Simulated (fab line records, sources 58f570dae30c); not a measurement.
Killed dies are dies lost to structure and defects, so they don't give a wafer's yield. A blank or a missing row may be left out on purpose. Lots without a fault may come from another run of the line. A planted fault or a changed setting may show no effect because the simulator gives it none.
Which tool did it? | flow berkeley_cmos170 | 14 lots, 42 wafers sampled, at 5 steps of a route of 331

WHAT THE GAUGES READ, wafer by wafer
UCB170_NVT_OVL_MEAS_06.
lot  | measured     | on         | NVT_OVL (nm)
L322 | day 5 08:25  | overlay-02 | -2 6 5
L325 | day 5 16:44  | overlay-02 | -3 -2 -5
L324 | day 5 16:49  | overlay-01 | 5 3 -4
L328 | day 6 04:44  | overlay-01 | -4 -11 -8
L329 | day 6 17:31  | overlay-02 | -2 0 5
L330 | day 7 03:25  | overlay-02 | -9 -4 -9
L331 | day 7 03:40  | overlay-01 | -4 9 7
L333 | day 7 19:41  | overlay-02 | -1 -13 -5
L335 | day 8 07:34  | overlay-01 | -5 -3 0
L338 | day 8 16:58  | overlay-02 | -4 3 1
L339 | day 9 00:56  | overlay-02 | -4 1 -7
L341 | day 9 16:15  | overlay-02 | 5 -1 -3
L343 | day 10 00:48 | overlay-01 | 3 -2 4
L344 | day 10 01:05 | overlay-02 | 1 1 4

UCB170_NLDD_CD_MEAS_06: target cd 1200 nm.
lot  | measured     | on        | cd_nm (nm)
L322 | day 6 06:03  | cd_sem-01 | 1197.5 1196.6 1198.0
L325 | day 6 12:02  | cd_sem-01 | 1201.3 1203.5 1202.4
L324 | day 6 11:11  | cd_sem-01 | 1201.5 1201.7 1201.8
L328 | day 7 08:48  | cd_sem-01 | 1198.8 1198.0 1198.2
L329 | day 7 14:19  | cd_sem-01 | 1199.2 1198.9 1198.8
L330 | day 8 00:23  | cd_sem-02 | 1200.0 1199.6 1202.0
L331 | day 8 00:53  | cd_sem-01 | 1200.2 1199.8 1198.7
L333 | day 8 15:37  | cd_sem-02 | 1199.0 1200.8 1200.9
L335 | day 9 00:14  | cd_sem-01 | 1201.3 1199.3 1200.5
L338 | day 9 14:44  | cd_sem-01 | 1199.4 1198.6 1199.0
L339 | day 9 19:19  | cd_sem-01 | 1199.6 1199.0 1198.6
L341 | day 10 09:10 | cd_sem-02 | 1199.3 1199.4 1197.7
L343 | day 10 19:43 | cd_sem-02 | 1201.2 1200.7 1201.7
L344 | day 10 19:11 | cd_sem-02 | 1198.9 1201.2 1200.1

UCB170_NLDD_OVL_MEAS_07.
lot  | measured     | on         | NLDD_OVL (nm)
L322 | day 6 06:10  | overlay-02 | 1 -1 -3
L325 | day 6 12:08  | overlay-02 | 11 5 0
L324 | day 6 11:19  | overlay-02 | -18 -9 -6
L328 | day 7 08:53  | overlay-02 | 5 2 -1
L329 | day 7 14:26  | overlay-01 | -3 -8 -2
L330 | day 8 00:31  | overlay-01 | 184 178 176
L331 | day 8 00:58  | overlay-02 | -5 4 -5
L333 | day 8 15:43  | overlay-02 | 172 176 171
L335 | day 9 00:20  | overlay-02 | -8 -1 -5
L338 | day 9 14:52  | overlay-01 | -7 -10 -12
L339 | day 9 19:26  | overlay-02 | -1 -2 -6
L341 | day 10 09:17 | overlay-01 | 6 0 1
L343 | day 10 19:50 | overlay-01 | -6 -6 -1
L344 | day 10 19:17 | overlay-01 | 4 -7 1

WHICH TOOL RAN EACH LOT (tool, then ch and the chambers of the sampled wafers, then the start)
lot  | UCB170_PLDD_STRIP_10                 | UCB170_NLDD_EXPOSE_03
L322 | plasma_asher-04 ch 0,1, day 6 03:44  | krf_scanner-02 ch 0, day 6 05:21
L325 | plasma_asher-02 ch 0,1, day 6 10:07  | krf_scanner-01 ch 0, day 6 11:18
L324 | plasma_asher-02 ch 0,1, day 6 09:47  | krf_scanner-02 ch 0, day 6 10:38
L328 | plasma_asher-02 ch 0,1, day 7 07:36  | krf_scanner-01 ch 0, day 7 08:25
L329 | plasma_asher-04 ch 0,1, day 7 13:03  | krf_scanner-01 ch 0, day 7 13:50
L330 | plasma_asher-04 ch 0,1, day 7 23:11  | krf_scanner-01 ch 0, day 8 00:00
L331 | plasma_asher-02 ch 0,1, day 7 23:33  | krf_scanner-02 ch 0, day 8 00:29
L333 | plasma_asher-03 ch 0,1, day 8 14:02  | krf_scanner-01 ch 0, day 8 15:11
L335 | plasma_asher-02 ch 0,1, day 8 22:12  | krf_scanner-02 ch 0, day 8 23:32
L338 | plasma_asher-02 ch 0,1, day 9 13:15  | krf_scanner-02 ch 0, day 9 14:21
L339 | plasma_asher-03 ch 0,1, day 9 17:48  | krf_scanner-02 ch 0, day 9 18:55
L341 | plasma_asher-02 ch 1, day 10 07:42   | krf_scanner-02 ch 0, day 10 08:37
L343 | plasma_asher-02 ch 0,1, day 10 17:48 | krf_scanner-02 ch 0, day 10 18:53
L344 | plasma_asher-04 ch 0,1, day 10 17:17 | krf_scanner-02 ch 0, day 10 18:26
- UCB170_PLDD_STRIP_10: strips in O2.
- UCB170_NLDD_EXPOSE_03: exposes mask NSELECT, target cd 1200 nm.

WHAT THE TOOLS THEMSELVES READ (means of the sampled wafers that have a number; where no wafer has one, the mark that the record gives instead)
UCB170_PLDD_STRIP_10.
lot  | tool            | chamber_pressure_mTorr (mTorr) | drypump_motor_current_A (A) | oes_product_au (a.u.) | strip_time_to_endpoint_s (s)
L322 | plasma_asher-04 | 3503                           | 5.0                         | 0.737                 | 21.69
L325 | plasma_asher-02 | 3499                           | 5.2                         | 0.733                 | 21.69
L324 | plasma_asher-02 | 3499                           | 5.4                         | 0.736                 | 21.60
L328 | plasma_asher-02 | 3498                           | 5.4                         | 0.737                 | 21.66
L329 | plasma_asher-04 | 3499                           | 5.2                         | 0.740                 | 21.58
L330 | plasma_asher-04 | 3502                           | 5.0                         | 0.738                 | 21.74
L331 | plasma_asher-02 | 3502                           | 5.4                         | 0.736                 | 21.67
L333 | plasma_asher-03 | 3496                           | 5.3                         | 0.737                 | 21.56
L335 | plasma_asher-02 | 3500                           | 5.4                         | 0.731                 | 21.61
L338 | plasma_asher-02 | 3503                           | 5.4                         | 0.732                 | 21.57
L339 | plasma_asher-03 | 3503                           | 5.4                         | 0.734                 | 21.65
L341 | plasma_asher-02 | 3501                           | 5.6                         | 0.737                 | 21.69
L343 | plasma_asher-02 | 3498                           | 5.4                         | 0.736                 | 21.64
L344 | plasma_asher-04 | 3499                           | 5.2                         | 0.739                 | 21.81

THE ANSWER, worked out from the rows above alone
Rule: what is usual is taken from the lots themselves. Put in order of their means at a reading, lots are off if they are a third of the lots or fewer, leave a main group of 4 or more, and stand apart from it by a gap of 3 or more times the standard deviation of the main group's means; of several such gaps the widest counts. A main group whose means are all the same, to the digits that the tables above print for the reading, isn't used. A lot without any number at a reading at which 4 lots or more have one is off too. The other lots that the step has rows for count as sound. The gauges are gone through in route order, then the tools' own readings, and for those a lot's mean is taken as printed above. The first step at which some lot is off is used, and at that step the reading that is off furthest; a lot without a number counts as furthest.
Off: L330, L333, at UCB170_NLDD_OVL_MEAS_07 (NLDD_OVL). The main group: mean -3 nm, standard deviation 4.5.
A tool fits if, at a process step before that reading, it ran every lot that is off, and no sound lot after the first of them. The gauges at UCB170_NLDD_OVL_MEAS_07 are tried like those tools. One fits: krf_scanner-01 at UCB170_NLDD_EXPOSE_03. Its last sound lot is L329 (day 7 13:50), its first lot that is off L330 (day 8 00:00): a fault that began between those two fits.

WHAT THE SIMULATOR HAD PUT IN
Scanner matching overlay: krf_scanner-01, from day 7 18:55 on, at UCB170_NLDD_EXPOSE_03. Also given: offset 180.
Lots struck among those shown: L330, L333. The rule above found the same.
